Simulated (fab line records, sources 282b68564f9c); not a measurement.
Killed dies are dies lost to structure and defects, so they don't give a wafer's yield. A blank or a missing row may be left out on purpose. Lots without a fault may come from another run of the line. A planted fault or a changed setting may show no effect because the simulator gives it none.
Which tool did it? | flow rit_cmos | 6 lots, 18 wafers sampled, at 4 steps of a route of 202

WHAT THE GAUGES READ, wafer by wafer
RIT_PSD_OVL_MEAS_06.
lot  | measured    | on         | PSD_OVL (nm)
L567 | day 3 05:42 | overlay-02 | -0.2 -0.1 -0.5
L569 | day 3 17:20 | overlay-01 | 1.2 1.7 1.8
L578 | day 5 13:51 | overlay-01 | -1.5 -1.1 0.1
L582 | day 6 10:54 | overlay-01 | 1.3 0.0 0.5
L585 | day 7 03:29 | overlay-02 | -1.4 -1.3 -2.6
L587 | day 7 09:54 | overlay-01 | -0.3 -0.3 -2.8

WHICH TOOL RAN EACH LOT (tool, then ch and the chambers of the sampled wafers, then the start)
lot  | RIT_NRETRO_STRIP_09                 | RIT_NSD_EXPOSE_03                  | RIT_NSD_STRIP_09
L567 | plasma_asher-02 ch 0,1, day 2 10:34 | iline_stepper-02 ch 0, day 3 03:46 | plasma_asher-03 ch 0,1, day 3 04:29
L569 | plasma_asher-03 ch 0,1, day 2 21:52 | iline_stepper-02 ch 0, day 3 15:26 | plasma_asher-01 ch 0,1, day 3 16:10
L578 | plasma_asher-02 ch 0,1, day 4 18:21 | iline_stepper-02 ch 0, day 5 12:03 | plasma_asher-03 ch 0,1, day 5 12:46
L582 | plasma_asher-04 ch 0,1, day 5 14:09 | iline_stepper-02 ch 0, day 6 08:58 | plasma_asher-01 ch 0,1, day 6 09:41
L585 | plasma_asher-02 ch 0,1, day 6 08:17 | iline_stepper-01 ch 0, day 7 01:41 | plasma_asher-01 ch 0,1, day 7 02:26
L587 | plasma_asher-04 ch 0,1, day 6 15:39 | iline_stepper-01 ch 0, day 7 07:58 | plasma_asher-01 ch 0,1, day 7 08:41
- RIT_NRETRO_STRIP_09: strips in O2, time 180 s.
- RIT_NSD_EXPOSE_03: exposes mask M9, target cd 40700 nm.
- RIT_NSD_STRIP_09: strips in O2, time 180 s.

THE ANSWER, worked out from the rows above alone
Rule: what is usual is taken from the lots themselves. Put in order of their means at a reading, lots are off if they are a third of the lots or fewer, leave a main group of 4 or more, and stand apart from it by a gap of 3 or more times the standard deviation of the main group's means; of several such gaps the widest counts. A main group whose means are all the same, to the digits that the tables above print for the reading, isn't used. A lot without any number at a reading at which 4 lots or more have one is off too. The other lots that the step has rows for count as sound.
No lot is off at any reading shown: from this, nothing can be told.

WHAT THE SIMULATOR HAD PUT IN
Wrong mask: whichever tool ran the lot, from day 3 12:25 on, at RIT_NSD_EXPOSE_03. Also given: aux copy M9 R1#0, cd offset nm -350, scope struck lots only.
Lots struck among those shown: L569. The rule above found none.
